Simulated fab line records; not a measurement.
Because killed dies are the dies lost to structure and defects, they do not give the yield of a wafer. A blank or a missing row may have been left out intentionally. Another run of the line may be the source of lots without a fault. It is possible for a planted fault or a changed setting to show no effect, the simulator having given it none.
Tool commonality check | flow ritCmos | Lots sampled 14, wafers sampled 38

== WHY IT WAS OPENED ==
2 of 14 lots carry a flag on the reading M1_AL_RS at RIT_M1_RS_MEAS_01. No-fault wafers: 0.0732 ohm/sq, standard deviation 0.0011.
Rule: flag the lot when none of its wafers has a number, or when each of its wafers that has one lies beyond 4 standard deviations from that mean. The rest of the lots are taken to be sound.

lot  | measured    | on           | M1_AL_RS (ohm/sq), wafer by wafer | flag
L909 | day 3 05:17 | filmMetro-02 | 0.0734 0.0735 0.0717              | 
L910 | day 3 11:19 | filmMetro-02 | 0.0748 0.0742 0.0746              | 
L912 | day 3 21:46 | filmMetro-01 | 0.0726 0.0738 0.0739              | 
L913 | day 4 05:37 | filmMetro-01 | 0.0736 0.0736 0.0735              | 
L917 | day 5 07:58 | filmMetro-03 | 0.0723 0.0731 0.0747              | 
L918 | day 5 10:49 | filmMetro-02 | 0.0715 0.0709 0.0713              | 
L920 | day 5 18:31 | filmMetro-01 | 0.0740 0.0736 0.0744              | 
L922 | day 5 23:40 | filmMetro-01 | 0.0716 0.0743 0.0733              | 
L923 | day 6 05:52 | filmMetro-03 | 0.0727 0.0737 0.0746              | 
L924 | day 6 09:06 | filmMetro-02 | 0.0736 0.0737 0.0734              | 
L927 | day 7 00:35 | filmMetro-03 | 0.0918                            | FLAGGED
L928 | day 7 06:12 | filmMetro-01 | 0.0912                            | FLAGGED
L929 | day 7 08:50 | filmMetro-01 | 0.0740 0.0738 0.0727              | 
L930 | day 7 15:19 | filmMetro-01 | 0.0725 0.0714 0.0722              | 
Average over the flagged lots: 0.0915 ohm/sq; offset from the usual +0.0183 ohm/sq, equal to +17 standard deviations.

== LOT BY LOT: THE TOOL USED ==
The record holds 2 process steps before the reading, out of a route of 202 steps. Cell contents, in order: the tool; ch with the chambers the sampled wafers went through; the start.
lot  | flag    | RIT_CONTACT_CVD_00             | RIT_M1_SPUTTER_00
L909 |         | pecvd-02 ch 0,2, day 3 02:21   | pvdSputter-02, day 3 04:57
L910 |         | pecvd-04 ch 0,1, day 3 08:20   | pvdSputter-03, day 3 11:01
L912 |         | pecvd-02 ch 0,1, day 3 19:07   | pvdSputter-01, day 3 21:28
L913 |         | pecvd-04 ch 0,1,2, day 4 03:05 | pvdSputter-02, day 4 05:19
L917 |         | pecvd-03 ch 0,1,2, day 5 05:10 | pvdSputter-02, day 5 07:41
L918 |         | pecvd-02 ch 0,1, day 5 08:02   | pvdSputter-01, day 5 10:32
L920 |         | pecvd-03 ch 0,1, day 5 15:50   | pvdSputter-02, day 5 18:13
L922 |         | pecvd-04 ch 0,1, day 5 21:06   | pvdSputter-02, day 5 23:20
L923 |         | pecvd-03 ch 0,1,2, day 6 03:13 | pvdSputter-02, day 6 05:34
L924 |         | pecvd-02 ch 0,2, day 6 06:22   | pvdSputter-03, day 6 08:48
L927 | FLAGGED | pecvd-02 ch 1, day 6 21:51     | pvdSputter-02, day 7 00:22
L928 | FLAGGED | pecvd-04 ch 1, day 7 03:40     | pvdSputter-02, day 7 05:55
L929 |         | pecvd-03 ch 0,1,2, day 7 06:16 | pvdSputter-03, day 7 08:33
L930 |         | pecvd-02 ch 0,1, day 7 12:41   | pvdSputter-01, day 7 15:01
What the steps here do:
- RIT_CONTACT_CVD_00: deposits SiO2 from TEOS, target thk 400 nm, time 61 s.
- RIT_M1_SPUTTER_00: material Al, target thk 400 nm, time 500 s.
- RIT_M1_RS_MEAS_01: measures by four-point-probe.

== FLAGGED AGAINST TOTAL, ONE TOOL AT A TIME (gauges that did the reading follow at the end) ==
step               | tool          | lots run | flagged | share of the flagged lots | sound lots run after its first flagged lot
RIT_CONTACT_CVD_00 | pecvd-02      | 6        | 1       | some                      | 1 (L930)
RIT_CONTACT_CVD_00 | pecvd-03      | 4        | 0       | none                      | -
RIT_CONTACT_CVD_00 | pecvd-04      | 4        | 1       | some                      | 0
RIT_M1_SPUTTER_00  | pvdSputter-01 | 3        | 0       | none                      | -
RIT_M1_SPUTTER_00  | pvdSputter-02 | 8        | 2       | all                       | 0
RIT_M1_SPUTTER_00  | pvdSputter-03 | 3        | 0       | none                      | -
RIT_M1_RS_MEAS_01  | filmMetro-01  | 7        | 1       | some                      | 2 (L929,L930)
RIT_M1_RS_MEAS_01  | filmMetro-02  | 4        | 0       | none                      | -
RIT_M1_RS_MEAS_01  | filmMetro-03  | 3        | 1       | some                      | 0

== WHAT THE TABLE PERMITS ==
Rows of the table that ran each flagged lot: 1, that is pvdSputter-02 at RIT_M1_SPUTTER_00.
- pvdSputter-02 at RIT_M1_SPUTTER_00 ran 8 lots, 2 of them flagged. Last sound lot L923 at day 6 05:34, first flagged lot L927 at day 7 00:22; a fault beginning in between fits.
Left over: one tool, pvdSputter-02 at RIT_M1_SPUTTER_00.

== WHAT THE SIMULATOR HAD INSERTED ==
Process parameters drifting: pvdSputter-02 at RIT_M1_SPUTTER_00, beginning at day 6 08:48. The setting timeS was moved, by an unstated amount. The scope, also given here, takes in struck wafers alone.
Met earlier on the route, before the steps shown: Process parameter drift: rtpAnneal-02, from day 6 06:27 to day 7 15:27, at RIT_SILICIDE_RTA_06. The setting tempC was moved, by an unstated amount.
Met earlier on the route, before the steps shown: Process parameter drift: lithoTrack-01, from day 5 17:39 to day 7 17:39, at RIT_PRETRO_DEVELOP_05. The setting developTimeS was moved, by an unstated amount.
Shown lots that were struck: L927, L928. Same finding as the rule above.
